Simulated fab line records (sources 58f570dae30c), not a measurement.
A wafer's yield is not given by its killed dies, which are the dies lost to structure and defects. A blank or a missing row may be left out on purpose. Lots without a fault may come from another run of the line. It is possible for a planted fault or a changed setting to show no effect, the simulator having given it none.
2 desks, one fault || flow berkeley_cmos170 || numbers are kept per desk, each desk with only its own; the story behind them comes last

## THE METROLOGY DESK
Lot by lot, what the gauges showed, no matter which tool ran the lot: averages of those sampled wafers that carry a number. Any lot whose mean is over 4 standard deviations away from the usual mean is out of limits and marked OUT; that distance is given in the brackets.
Columns: A = INCOMING_BOW at UCB170_START_BOW_MEAS_00, usual 0 um
{"lot": "L434", "first seen here": "day 1 10:03", "A": -1}
{"lot": "L435", "first seen here": "day 1 15:02", "A": 6}
{"lot": "L436", "first seen here": "day 1 20:00", "A": 1}
{"lot": "L439", "first seen here": "day 2 11:00", "A": 1}
{"lot": "L442", "first seen here": "day 3 02:01", "A": 9}
{"lot": "L443", "first seen here": "day 3 07:00", "A": 4}
{"lot": "L444", "first seen here": "day 3 12:00", "A": 2}
{"lot": "L445", "first seen here": "day 3 17:00", "A": -4}
{"lot": "L446", "first seen here": "day 3 22:00", "A": -1}
{"lot": "L447", "first seen here": "day 4 03:04", "A": -6}
{"lot": "L450", "first seen here": "day 4 18:00", "A": 5}
{"lot": "L451", "first seen here": "day 4 23:00", "A": 4}
{"lot": "L455", "first seen here": "day 5 19:00", "A": -7}
{"lot": "L457", "first seen here": "day 6 05:00", "A": -0}
This desk found nothing out of limits on any of the 14 lots.

## FOR THE TOOL OWNER'S DESK: implanter-01
The tool's own readings at UCB170_PSD_IMPLANT_08: means of the sampled wafers that have a number, for each lot that ran on this tool. Any lot whose mean is over 4 standard deviations away from the usual mean is out of limits and marked OUT; that distance is given in the brackets.
Columns: A = beam_energy_keV at UCB170_PSD_IMPLANT_08, usual 19.999
{"lot": "L434", "first seen here": "day 7 04:04", "A": 19.985}
{"lot": "L439", "first seen here": "day 7 19:13", "A": 20.000}
{"lot": "L442", "first seen here": "day 8 09:15", "A": 19.998}
{"lot": "L446", "first seen here": "day 10 00:35", "A": "20.389 (+62) OUT"}
{"lot": "L451", "first seen here": "day 10 01:04", "A": "20.386 (+61) OUT"}
This desk's finding: out of limits on L446, L451; first on L446, day 10 00:35 (beam_energy_keV at UCB170_PSD_IMPLANT_08). In limits: L434, L439, L442.

## ALL TOGETHER
At day 10 00:35, on L446, L451, the tool owner's desk was in a position to raise an alarm.
At the metrology desk, nothing out of limits was observed.
The metrology desk has L446, L451 on record, within its limits.
On implanter-01, each named lot ran UCB170_PSD_IMPLANT_08.

## WHAT THE SIMULATOR PUT IN
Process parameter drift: implanter-01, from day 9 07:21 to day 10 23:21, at UCB170_PSD_IMPLANT_08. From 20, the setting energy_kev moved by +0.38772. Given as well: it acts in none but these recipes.
Shown lots that were struck: L446, L451.
Delay in hours, fault start to first out-of-limits reading, by desk: the tool owner's desk at 17.
